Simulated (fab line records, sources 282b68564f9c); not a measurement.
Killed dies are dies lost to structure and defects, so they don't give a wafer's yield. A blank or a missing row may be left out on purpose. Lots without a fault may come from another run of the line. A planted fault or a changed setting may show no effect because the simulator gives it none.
fab line records | flow rit_cmos
record lots=6 wafers=18 last_day=7
route steps=202 shown PRETRO@72 GATE@75 FOX2@80 M1@202
lots that met no fault: from a run of the same line without faults
start_h: hours from the record's first day to the start of the lot's first wafer shown | wait_h: hours since the lot's step before | " the same as in the row above | L1.1+2: a row that stands for several wafers | - no value, or no start given | * or withheld: withheld | < > ~ a bound
route shown NAME@n: a module of which the file shows steps, and the number in the route of the first | usual: mean/standard deviation of fault-free wafers | same: alike in all rows | chamber/n: place in a boat | sites: the reading at each site | _std_site: their standard deviation | _edge_site: outer sites' mean less inner sites' | radius_mm: how far each site lies from the wafer's centre | mask NAME#n: copy n | behind: the tool/chamber that last shaped the wafer | hold: why the lot was held/for how many hours/how that ended | device: the transistor (n, p or np) that didn't switch | end of line: the same wafers' tests at the end of the route | a step without rows: its recipe alone | killed: dies lost to structure and defects at the first sort, not the wafer's yield | map: a wafer's dies, x killed, . not, _ none there
set.NAME: the setting as run; set.NAME@STEP: as run at that earlier step | model.NAME: the simulator's own value behind a step, which no gauge read
lots at some steps of the route; a table a step, a row a wafer
services: from which hour (start_h, from the record's first day; less than 0 if before it) a tool's chamber was out of use, for how many hours, and why
## steps
# step RIT_PRETRO_IMPLANT_08
# recipe species=B energy_kev=45 dose_cm2=1.2e+13 tilt_deg=6.798
# step RIT_PRETRO_STRIP_09
# recipe chemistry=O2 time_s=180 resist=NOVOLAK platen_temp_c=withheld power_w=500 pressure_mtorr=4000 o2_flow_sccm=4000
# usual drypump_motor_current_A=5.84/0.17 o2_flow_sccm=3998/14
# columns lot.wafer tool chamber start_h wait_h drypump_motor_current_A o2_flow_sccm rf_hours_counter_h
L909.1 plasma_asher-02 1 31.78 0.1 5.84 3971 39
L909.2 " 0 " " 5.72 4009 39
L909.5 " 1 " " 5.86 3969 -
L919.1 plasma_asher-03 1 83.37 0.1 6.04 3980 43
L919.4 " 1 " " 6.05 4007 -
L919.6 " 0 " " 5.72 3999 -
L920.4 plasma_asher-02 0 90.47 0.1 5.74 3999 -
L920.5 " 0 " " 5.73 4007 -
L920.6 " 1 " " 5.84 4008 -
L930.2 plasma_asher-03 0 139.04 0.1 5.68 4005 50
L930.3 " 1 " " 6.05 3981 -
L930.5 " 1 " " 6.04 3981 -
L931.2 plasma_asher-03 1 146.29 0.1 6.02 4004 51
L931.5 " 0 " " 5.63 4004 -
L931.6 " 1 " " 6.02 4007 -
L932.2 plasma_asher-01 1 149.19 0.1 5.64 3984 3
L932.4 " 1 " " 5.68 4005 -
L932.5 " 1 " " 5.66 3999 -
# step RIT_PRETRO_TW_MEAS_10
# usual PRETRO_TW=470/5.2
# columns lot.wafer tool chamber start_h wait_h PRETRO_TW
L909.1 film_metro-04 - 31.96 0.1 475
L909.2 " - " " 476
L909.5 " - " " 476
L919.1 film_metro-03 - 83.54 0.1 469
L919.4 " - " " 469
L919.6 " - " " 468
L920.4 film_metro-01 - 90.61 0.1 466
L920.5 " - " " 464
L920.6 " - " " 466
L930.2 film_metro-04 - 139.23 0.1 477
L930.3 " - " " 476
L930.5 " - " " 479
L931.2 film_metro-03 - 146.47 0.1 466
L931.5 " - " " 470
L931.6 " - " " 466
L932.2 film_metro-04 - 149.37 0.1 475
L932.4 " - " " 474
L932.5 " - " " 472
# step RIT_GATE_WET_ETCH_00
# recipe chemistry=BOE target=SiO2 target_depth_nm=56 time_s=60 dry=n2_spin dilution=10:1 temp_c=21.5
# step RIT_GATE_CLEAN_01
# recipe chemistry=SC1 mix=3:3:50 time_s=600 temp_c=75
# step RIT_GATE_CLEAN_02
# recipe chemistry=dHF dilution=50:1 time_s=30
# step RIT_GATE_CLEAN_03
# recipe chemistry=SC2 mix=3:3:50 time_s=600 temp_c=75 dry=n2_spin
# step RIT_GATE_CLEAN_04
# recipe chemistry=dHF dilution=50:1 time_s=58.39 dry=n2_spin
# step RIT_FOX2_THK_MEAS_91
# recipe reads=SiO2_of_FOX2_OXIDATION_00
# usual FIELD_OXIDE_LEFT_2_THK=254/6.2
# columns lot.wafer tool chamber start_h wait_h FIELD_OXIDE_LEFT_2_THK[nm]
L909.1 film_metro-02 - 32.43 0.0 255
L909.2 " - " " 253
L909.5 " - " " 261
L919.1 film_metro-02 - 84.08 0.0 244
L919.4 " - " " 246
L919.6 " - " " 250
L920.4 film_metro-01 - 91.11 0.0 249
L920.5 " - " " 251
L920.6 " - " " 244
L930.2 film_metro-01 - 139.72 0.0 244
L930.3 " - " " 249
L930.5 " - " " 242
L931.2 film_metro-01 - 146.97 0.0 257
L931.5 " - " " 255
L931.6 " - " " 258
L932.2 film_metro-01 - 149.92 0.0 249
L932.4 " - " " 243
L932.5 " - " " 246
# step RIT_GATE_OXIDATION_05
# recipe temp_c=900 ambient=O2 target_thk_a=30 ox_time_s=270
# step RIT_GATE_ANNEAL_06
# recipe temp_c=900 time_s=600 ambient=N2O
# step RIT_GATE_THK_MEAS_07
# recipe reads=SiO2_of_GATE_OXIDATION_05
# usual GATE_OXIDE_THK=3.00/0.066
# columns lot.wafer tool chamber start_h wait_h GATE_OXIDE_THK[nm]
L909.1 film_metro-03 - 36.81 0.0 3.20
L909.2 " - " " 3.12
L909.5 " - " " 3.11
L919.1 film_metro-03 - 86.96 0.0 2.93
L919.4 " - " " 2.98
L919.6 " - " " 2.98
L920.4 film_metro-03 - 94.20 0.0 2.98
L920.5 " - " " 3.04
L920.6 " - " " 2.99
L930.2 film_metro-02 - 142.31 0.0 3.07
L930.3 " - " " 2.95
L930.5 " - " " 2.94
L931.2 film_metro-01 - 150.06 0.0 3.08
L931.5 " - " " 3.03
L931.6 " - " " 3.03
L932.2 film_metro-01 - 151.38 0.0 2.93
L932.4 " - " " 3.01
L932.5 " - " " 2.96
# step RIT_GATE_CVD_08
# recipe material=poly-Si target_thk_nm=250 temp_c=610 precursor=SiH4 time_s=2220 pressure_mtorr=300 sih4_flow_sccm=100
# usual sih4_flow_sccm=100.01/0.28 spike_tc_centre_C=611.5/1.1 spike_tc_source_C=630.3/1.8 susceptor_temp_C=609.96/0.28 zone_power_load_pct=10.8/1.4
# columns lot.wafer tool chamber start_h wait_h sih4_flow_sccm spike_tc_centre_C spike_tc_source_C susceptor_temp_C zone_power_load_pct model.poly-Si_of_GATE_CVD_08.thk_nm
L909.1 lpcvd-02 1 36.87 0.1 99.90 611.9 630.3 609.74 11.9 244.6
L909.2 " 1 " " 100.41 611.4 631.9 609.99 11.9 245.4
L909.5 " 1 " " 100.32 611.6 629.2 609.94 11.6 246.7
L919.1 lpcvd-01 0 87.93 1.0 99.58 612.2 633.1 610.10 8.4 249.3
L919.4 " 0 " " 99.97 611.2 629.8 609.89 8.5 249.1
L919.6 " 0 " " 99.66 611.2 632.4 610.23 8.3 249.4
L920.4 lpcvd-02 0 94.23 0.0 99.93 611.4 627.9 610.21 10.0 244.4
L920.5 " 0 " " 100.53 611.4 629.9 609.93 10.1 247.3
L920.6 " 0 " " 100.18 611.1 627.9 609.84 9.9 247.2
L930.2 lpcvd-01 1 142.36 0.0 99.86 627.2 646.9 625.24 13.1 356.6
L930.3 " 1 " " 100.07 625.5 648.0 625.08 13.4 356.9
L930.5 " 1 " " 100.25 624.5 646.8 624.93 13.4 358.2
L931.2 lpcvd-01 1 150.11 0.0 99.30 626.0 646.6 625.63 13.2 356.6
L931.5 " 1 " " 99.70 626.0 647.2 624.79 13.3 354
L931.6 " 1 " " 99.55 625.0 648.2 624.80 13.3 353.4
L932.2 lpcvd-02 1 151.43 0.0 100.34 612.0 632.3 609.95 11.7 243.5
L932.4 " 1 " " 100.63 611.7 632.0 610.33 11.8 246.9
L932.5 " 1 " " 100.61 611.7 631.4 610.48 11.8 243.2
# step RIT_GATE_THK_MEAS_09
# recipe reads=poly-Si_of_GATE_CVD_08
# usual GATE_POLY_THK=248.0/2.9
# columns lot.wafer tool chamber start_h wait_h GATE_POLY_THK[nm]
L909.1 film_metro-03 - 38.49 0.0 244.5
L909.2 " - " " 245.6
L909.5 " - " " 246.8
L919.1 film_metro-02 - 90.36 0.0 249.3
L919.4 " - " " 249.0
L919.6 " - " " 249.3
L920.4 film_metro-03 - 95.88 0.0 244.5
L920.5 " - " " 247.5
L920.6 " - " " 247.2
L930.2 film_metro-03 - 143.99 0.0 356.7
L930.3 " - " " 356.8
L930.5 " - " " 358.4
L931.2 film_metro-02 - 151.73 0.0 356.2
L931.5 " - " " 353.7
L931.6 " - " " 353.3
L932.2 film_metro-01 - 153.06 0.0 243.2
L932.4 " - " " 246.8
L932.5 " - " " 243.1
# step RIT_GATE_HMDS_10
# recipe prime_time_s=60 prime_temp_c=140
# step RIT_GATE_COAT_11
# recipe resist=NOVOLAK spin_rpm=4250 resist_thk_nm=850
# step RIT_GATE_SOFTBAKE_12
# recipe resist=NOVOLAK temp_c=90 time_s=60
# step RIT_GATE_EXPOSE_13
# recipe mask_id=M6 na=0.6 source_shape=conventional sigma_outer=0.6 target_cd_nm=150 dose_mj=380
# step RIT_GATE_PEB_14
# recipe resist=NOVOLAK temp_c=withheld time_s=withheld
# step RIT_GATE_DEVELOP_15
# recipe resist=NOVOLAK develop_time_s=50 dev_temp_c=23
# step RIT_GATE_CD_MEAS_16
# recipe target_cd_nm=150
# usual cd_nm=150.6/1.9
# columns lot.wafer tool chamber start_h wait_h cd_nm
L909.1 cd_sem-02 - 39.54 - 145.9
L909.2 " - " " 146.6
L909.5 " - " " 150.5
L919.1 cd_sem-02 - 91.27 - 152.3
L919.4 " - " " 153.5
L919.6 " - " " 152.6
L920.4 cd_sem-02 - 96.82 - 150.4
L920.5 " - " " 151.1
L920.6 " - " " 152.5
L930.2 cd_sem-02 - 145.03 - 149.4
L930.3 " - " " 149.1
L930.5 " - " " 150.5
L931.2 cd_sem-01 - 152.75 - 151.0
L931.5 " - " " 150.7
L931.6 " - " " 152.7
L932.2 cd_sem-01 - 154.15 - 151.1
L932.4 " - " " 152.3
L932.5 " - " " 152.6
# step RIT_GATE_OVL_MEAS_17
# usual GATE_OVL=0.0/1.2
# columns lot.wafer tool chamber start_h wait_h GATE_OVL[nm]
L909.1 overlay-02 - 39.66 0.1 -1.1
L909.2 " - " " -1.3
L909.5 " - " " 1.0
L919.1 overlay-02 - 91.39 0.1 -1.7
L919.4 " - " " -1.8
L919.6 " - " " -2.9
L920.4 overlay-01 - 96.90 0.1 0.5
L920.5 " - " " 1.6
L920.6 " - " " 2.5
L930.2 overlay-01 - 145.14 0.1 -0.1
L930.3 " - " " -1.6
L930.5 " - " " -1.1
L931.2 overlay-02 - 152.86 0.1 1.4
L931.5 " - " " -0.9
L931.6 " - " " 0.7
L932.2 overlay-02 - 154.25 0.1 0.9
L932.4 " - " " 0.2
L932.5 " - " " 1.0
# step RIT_GATE_HARDBAKE_18
# recipe resist=NOVOLAK temp_c=140 time_s=60
# step RIT_GATE_ETCH_19
# recipe chemistry=SF6/CHF3/O2 time_s=165 SF6_flow_sccm=30 CHF3_flow_sccm=30 O2_flow_sccm=5 target=poly-Si pressure_mtorr=40 rf_w=160 target_depth_a=3125 over_etch_frac=0.25 stop_on=SiO2
# usual drypump_motor_current_A=5.7/0.41 oes_product_au=0.843/0.013 throttle_valve_pct=10.21/0.086
# columns lot.wafer tool chamber start_h wait_h drypump_motor_current_A oes_product_au rf_hours_counter_h throttle_valve_pct model.GATE.feature_depth_nm model.etch.depth_nm
L909.1 rie_si-01 1 39.84 0.1 5.6 0.856 75 10.14 244.6 244.6
L909.2 " 0 " " 6.4 0.833 3 10.20 245.4 245.4
L909.5 " 2 " " 6.4 0.836 - 10.21 246.7 246.7
L919.1 rie_si-01 3 91.57 0.1 5.6 0.833 117 10.45 249.3 249.3
L919.4 " 1 " " 5.6 0.859 75 10.16 249.1 249.1
L919.6 " 2 " " 6.4 0.846 - 10.21 249.4 249.4
L920.4 rie_si-02 3 97.07 0.1 5.3 0.831 100 10.29 244.4 244.4
L920.5 " 3 " " 5.3 0.837 - 10.28 247.3 247.3
L920.6 " 0 " " 5.2 0.864 - 10.15 247.2 247.2
L930.2 rie_si-02 0 145.32 0.1 5.3 1.046 99 10.16 324.5 324.5
L930.3 " 3 " " 5.3 0.977 101 10.26 306.5 306.5
L930.5 " 3 " " 5.3 0.990 - 10.26 308.7 308.7
L931.2 rie_si-01 1 153.04 0.1 5.6 0.999 76 10.14 304 304
L931.5 " 1 " " 5.7 1.003 - 10.15 306.9 306.9
L931.6 " 0 " " 6.4 1.019 - 10.19 321.8 321.8
L932.2 rie_si-02 2 154.43 0.1 5.8 0.826 67 10.16 243.5 243.5
L932.4 " 3 " " 5.4 0.839 - 10.28 246.9 246.9
L932.5 " 2 " " 5.8 0.823 - 10.15 243.2 243.2
# step RIT_GATE_STRIP_20
# recipe chemistry=O2 time_s=180 resist=NOVOLAK platen_temp_c=withheld power_w=500 pressure_mtorr=4000 o2_flow_sccm=4000
# usual drypump_motor_current_A=5.71/0.29 o2_flow_sccm=4000/12
# columns lot.wafer tool chamber start_h wait_h drypump_motor_current_A o2_flow_sccm rf_hours_counter_h
L909.1 plasma_asher-04 1 39.95 0.1 5.52 3994 24
L909.2 " 0 " " 5.01 3995 24
L909.5 " 1 " " 5.51 3993 -
L919.1 plasma_asher-02 1 91.68 0.1 5.88 4013 45
L919.4 " 1 " " 5.89 3992 -
L919.6 " 0 " " 5.70 4016 -
L920.4 plasma_asher-01 1 97.23 0.1 5.62 4002 -
L920.5 " 0 " " 6.11 4011 -
L920.6 " 1 " " 5.64 3992 -
L930.2 plasma_asher-01 1 145.43 0.1 5.62 3992 3
L930.3 " 1 " " 5.59 3991 -
L930.5 " 1 " " 5.59 4001 -
L931.2 plasma_asher-02 0 153.15 0.1 5.71 4009 52
L931.5 " 0 " " 5.71 4009 -
L931.6 " 1 " " 5.85 3986 -
L932.2 plasma_asher-01 1 154.54 0.1 5.60 4002 4
L932.4 " 0 " " 6.13 3996 -
L932.5 " 0 " " 6.11 3997 -
# step RIT_M1_PROBE_99
# usual killed_at_front_end=8/3.1 killed_dies=8/3.2 killed_on_rim=2.1/1.6 killed_open=3.9/2.2 killed_short=3.8/2.1
# same gross_dies=264 killed_at_M0_to_M3=0 killed_at_M4_up=0 killed_at_back_side=0 killed_at_contacts=0 killed_at_other=0
# columns lot.wafer tool chamber start_h wait_h killed_at_front_end killed_dies killed_on_rim killed_open killed_short
L909.1 prober-02 - 62.30 0.1 10 10 5 6 4
L909.2 prober-02 - 62.35 0.1 5 5 0 3 2
L909.5 prober-02 - 62.50 0.2 10 10 1 5 5
L919.4 prober-02 - 112.90 0.2 7 7 2 4 3
L919.6 prober-02 - 113.00 0.2 8 8 2 4 4
L920.4 prober-01 - 117.67 0.2 9 9 4 4 5
L920.5 prober-01 - 117.72 0.2 6 6 1 1 5
L920.6 prober-01 - 117.77 0.2 6 6 2 3 3
L930.2 prober-01 - 166.31 0.1 264 264 70 6 3
L930.3 prober-01 - 166.36 0.2 264 264 70 5 2
L930.5 prober-01 - 166.46 0.2 264 264 70 6 3
L931.2 prober-02 - 172.85 0.1 264 264 70 4 1
L931.5 prober-02 - 173.00 0.2 264 264 70 2 4
L931.6 prober-02 - 173.05 0.2 264 264 70 3 3
L932.2 prober-01 - 175.42 0.1 1 1 0 0 1
L932.4 prober-01 - 175.52 0.2 6 6 0 6 0
L932.5 prober-01 - 175.57 0.2 2 2 0 1 1
# killed by level:class
L909.1 GATE:geometric_particle:open=2 SPACER:geometric_particle:open=2 FOX1:geometric_particle:open=1 FOX1:geometric_particle:short=1 FOX2:geometric_particle:short=1 REOX:geometric_particle:short=1 REOX:geometric_particle:open=1 SILICIDE:geometric_particle:short=1
L909.2 SILICIDE:geometric_particle:open=3 FOX1:geometric_particle:short=1 FOX2:geometric_particle:short=1
L909.5 FOX1:geometric_particle:short=3 FOX2:geometric_particle:open=3 FOX2:geometric_particle:short=2 GATE:geometric_particle:open=2
L919.4 SPACER:geometric_particle:open=2 FOX1:geometric_particle:short=1 FOX1:geometric_particle:open=1 GATE:geometric_particle:short=1 SPACER:geometric_particle:short=1 SILICIDE:geometric_particle:open=1
L919.6 FOX1:geometric_particle:short=2 SPACER:geometric_particle:open=2 FOX1:geometric_particle:open=1 GATE:geometric_particle:short=1 GATE:geometric_particle:open=1 SPACER:geometric_particle:short=1
L920.4 GATE:geometric_particle:short=2 REOX:geometric_particle:short=2 SILICIDE:geometric_particle:open=2 FOX1:geometric_particle:open=1 FOX1:geometric_particle:short=1 GATE:geometric_particle:open=1
L920.5 GATE:geometric_particle:short=3 FOX1:geometric_particle:short=1 FOX2:geometric_particle:short=1 GATE:geometric_particle:open=1
L920.6 FOX1:geometric_particle:open=2 FOX1:geometric_particle:short=1 GATE:geometric_particle:short=1 SPACER:geometric_particle:open=1 SPACER:geometric_particle:short=1
L930.2 GATE:area_etch=255 GATE:geometric_particle:short=2 REOX:geometric_particle:open=2 FOX1:geometric_particle:short=1 FOX1:geometric_particle:open=1 FOX2:geometric_particle:open=1 GATE:geometric_particle:open=1 SILICIDE:geometric_particle:open=1
L930.3 GATE:area_etch=257 FOX1:geometric_particle:open=2 FOX2:geometric_particle:open=1 GATE:geometric_particle:open=1 SPACER:geometric_particle:short=1 SPACER:geometric_particle:open=1 SILICIDE:geometric_particle:short=1
L930.5 GATE:area_etch=255 FOX2:geometric_particle:open=3 FOX2:geometric_particle:short=2 GATE:geometric_particle:open=2 GATE:geometric_particle:short=1 SPACER:geometric_particle:open=1
L931.2 GATE:area_etch=259 FOX1:geometric_particle:open=2 ACTIVE:geometric_particle:short=1 FOX2:geometric_particle:open=1 REOX:geometric_particle:open=1
L931.5 GATE:area_etch=258 SPACER:geometric_particle:short=3 FOX1:geometric_particle:short=1 FOX2:geometric_particle:open=1 SPACER:geometric_particle:open=1
L931.6 GATE:area_etch=258 FOX1:geometric_particle:short=2 SPACER:geometric_particle:open=2 REOX:geometric_particle:open=1 REOX:geometric_particle:short=1
L932.2 FOX1:geometric_particle:short=1
L932.4 GATE:geometric_particle:open=2 FOX1:geometric_particle:open=1 FOX2:geometric_particle:open=1 REOX:geometric_particle:open=1 SPACER:geometric_particle:open=1
L932.5 GATE:geometric_particle:open=1 REOX:geometric_particle:short=1
# map L930.2 (x killed, . not)
________xxxxxxx_______
_____xxxxxxxxxxxxx____
____xxxxxxxxxxxxxxx___
___xxxxxxxxxxxxxxxxx__
__xxxxxxxxxxxxxxxxxxx_
__xxxxxxxxxxxxxxxxxxx_
_xxxxxxxxxxxxxxxxxxxxx
_xxxxxxxxxxxxxxxxxxxxx
_xxxxxxxxxxxxxxxxxxxxx
_xxxxxxxxxxxxxxxxxxxxx
__xxxxxxxxxxxxxxxxxxx_
__xxxxxxxxxxxxxxxxxxx_
___xxxxxxxxxxxxxxxxx__
____xxxxxxxxxxxxxxx___
_____xxxxxxxxxxxxx____
________xxxxxxx_______
# map L931.2 (x killed, . not)
________xxxxxxx_______
_____xxxxxxxxxxxxx____
____xxxxxxxxxxxxxxx___
___xxxxxxxxxxxxxxxxx__
__xxxxxxxxxxxxxxxxxxx_
__xxxxxxxxxxxxxxxxxxx_
_xxxxxxxxxxxxxxxxxxxxx
_xxxxxxxxxxxxxxxxxxxxx
_xxxxxxxxxxxxxxxxxxxxx
_xxxxxxxxxxxxxxxxxxxxx
__xxxxxxxxxxxxxxxxxxx_
__xxxxxxxxxxxxxxxxxxx_
___xxxxxxxxxxxxxxxxx__
____xxxxxxxxxxxxxxx___
_____xxxxxxxxxxxxx____
________xxxxxxx_______
## services
# columns tool chamber start_h hours kind
plasma_asher-01 - 55.06 1.2 repair
lpcvd-02 - 57.40 6.1 pm
plasma_asher-02 - 72.75 2.8 pm
rie_si-01 2 99.55 5.9 repair
plasma_asher-01 - 108.90 9.0 pm
plasma_asher-01 0 108.90 9.0 vent_cycle
plasma_asher-01 1 108.90 9.0 vent_cycle
plasma_asher-01 0 117.90 - clean
plasma_asher-01 1 117.90 - clean
plasma_asher-04 - 132.08 5.2 repair
rie_si-02 0 150.12 12.7 repair
## key
first_sign step=RIT_GATE_CVD_08 reading=susceptor_temp_C direction=up sigmas=54 usual=* struck=*
effect step=RIT_GATE_CVD_08 reading=spike_tc_centre_C direction=up sigmas=13 usual=611.5 struck=625.7
effect step=RIT_GATE_THK_MEAS_09 reading=GATE_POLY_THK direction=up sigmas=38 usual=248.0 struck=355.8
effect step=RIT_GATE_ETCH_19 reading=oes_product_au direction=up sigmas=12 usual=0.843 struck=1.005
effect step=RIT_M1_PROBE_99 reading=killed_at_front_end direction=up sigmas=82 usual=8 struck=264
model_effect step=RIT_GATE_CVD_08 value=poly-Si_of_GATE_CVD_08.thk_nm without=250.8 struck=355.9
model_effect step=RIT_GATE_ETCH_19 value=GATE.feature_depth_nm without=250.8 struck=312.1
more_kills_born_at RIT_GATE_ETCH_19@rie_si-01=775 RIT_GATE_ETCH_19@rie_si-02=767
met_at RIT_GATE_CVD_08
struck_wafers L930.2,L930.3,L930.5,L931.2,L931.5,L931.6
later_rows_left_out L930.2,L930.3,L930.5,L931.2,L931.5,L931.6
tester_left_out L930,L931
fault kind=process_parameter_drift tool=lpcvd-01 chamber=1 onset_h=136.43 steps=RIT_GATE_CVD_08 channel=temp_c offset=* shape=step end_h=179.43 acts_in=* stated=*
# tester_left_out: of these lots the tester's yield and bins aren't shown, on N5 and GAA mostly nor the transistor test; their killed dies are dies lost to structure and defects alone, not to doping, threshold or leakage, so they don't give the yield
# later_rows_left_out: the simulator's readings of these wafers behind a module that went badly wrong aren't trusted and aren't shown, but for the sort
